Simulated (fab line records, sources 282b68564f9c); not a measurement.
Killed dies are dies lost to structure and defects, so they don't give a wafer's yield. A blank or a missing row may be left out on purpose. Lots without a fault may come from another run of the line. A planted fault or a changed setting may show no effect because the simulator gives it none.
Which tool did it? | flow rit_cmos | 13 lots, 39 wafers sampled, at 2 steps of a route of 202

WHAT THE GAUGES READ, wafer by wafer
The record holds no reading of a measuring or inspecting step that can be judged against a usual standard deviation.

WHICH TOOL RAN EACH LOT (tool, then ch and the chambers of the sampled wafers, then the start)
lot  | RIT_NWELL_EXPOSE_03                | RIT_M1_PROBE_99
L892 | iline_stepper-01 ch 0, day 1 21:20 | prober-01, day 3 10:47
L893 | iline_stepper-02 ch 0, day 2 01:05 | prober-02, day 3 13:26
L894 | iline_stepper-02 ch 0, day 2 07:31 | prober-01, day 3 20:32
L895 | iline_stepper-02 ch 0, day 2 12:19 | prober-02, day 4 00:58
L898 | iline_stepper-01 ch 0, day 3 01:44 | prober-02, day 4 14:00
L906 | iline_stepper-01 ch 0, day 4 18:05 | prober-02, day 6 08:37
L907 | iline_stepper-01 ch 0, day 4 23:35 | prober-01, day 6 12:37
L908 | iline_stepper-01 ch 0, day 5 03:50 | prober-02, day 6 19:22
L909 | iline_stepper-02 ch 0, day 5 09:08 | prober-01, day 6 22:17
L910 | iline_stepper-02 ch 0, day 5 13:52 | prober-02, day 7 03:55
L911 | iline_stepper-02 ch 0, day 5 19:08 | prober-01, day 7 08:55
L912 | iline_stepper-02 ch 0, day 5 23:44 | prober-02, day 7 15:28
L913 | iline_stepper-01 ch 0, day 6 04:52 | prober-01, day 7 19:46
- RIT_NWELL_EXPOSE_03: exposes mask M2, target cd 43900 nm.
- RIT_M1_PROBE_99

WHAT THE TOOLS THEMSELVES READ (means of the sampled wafers that have a number; where no wafer has one, the mark that the record gives instead)
RIT_M1_PROBE_99.
lot  | tool      | killed_at_contacts | killed_at_front_end | killed_dies | killed_open | killed_short
L892 | prober-01 | 0.3                | 8                   | 8           | 3.7         | 4.3
L893 | prober-02 | 0.0                | 7                   | 7           | 3.0         | 4.3
L894 | prober-01 | 0.0                | 3                   | 3           | 1.3         | 2.0
L895 | prober-02 | 0.3                | 7                   | 7           | 3.7         | 3.7
L898 | prober-02 | 0.0                | 7                   | 7           | 3.7         | 3.7
L906 | prober-02 | 0.0                | 6                   | 6           | 2.7         | 3.3
L907 | prober-01 | 0.0                | 7                   | 7           | 2.7         | 4.3
L908 | prober-02 | 0.3                | 6                   | 7           | 2.3         | 4.3
L909 | prober-01 | 0.0                | 11                  | 11          | 5.3         | 6.0
L910 | prober-02 | 0.0                | 8                   | 8           | 3.7         | 4.3
L911 | prober-01 | 0.0                | 6                   | 6           | 2.3         | 3.7
L912 | prober-02 | 0.0                | 8                   | 8           | 3.3         | 5.0
L913 | prober-01 | 0.3                | 5                   | 6           | 3.0         | 2.7

THE ANSWER, worked out from the rows above alone
Rule: what is usual is taken from the lots themselves. Put in order of their means at a reading, lots are off if they are a third of the lots or fewer, leave a main group of 4 or more, and stand apart from it by a gap of 3 or more times the standard deviation of the main group's means; of several such gaps the widest counts. A main group whose means are all the same, to the digits that the tables above print for the reading, isn't used. A lot without any number at a reading at which 4 lots or more have one is off too. The other lots that the step has rows for count as sound. The gauges are gone through in route order, then the tools' own readings, and for those a lot's mean is taken as printed above. The first step at which some lot is off is used, and at that step the reading that is off furthest; a lot without a number counts as furthest.
No lot is off at any reading shown: from this, nothing can be told.

WHAT THE SIMULATOR HAD PUT IN
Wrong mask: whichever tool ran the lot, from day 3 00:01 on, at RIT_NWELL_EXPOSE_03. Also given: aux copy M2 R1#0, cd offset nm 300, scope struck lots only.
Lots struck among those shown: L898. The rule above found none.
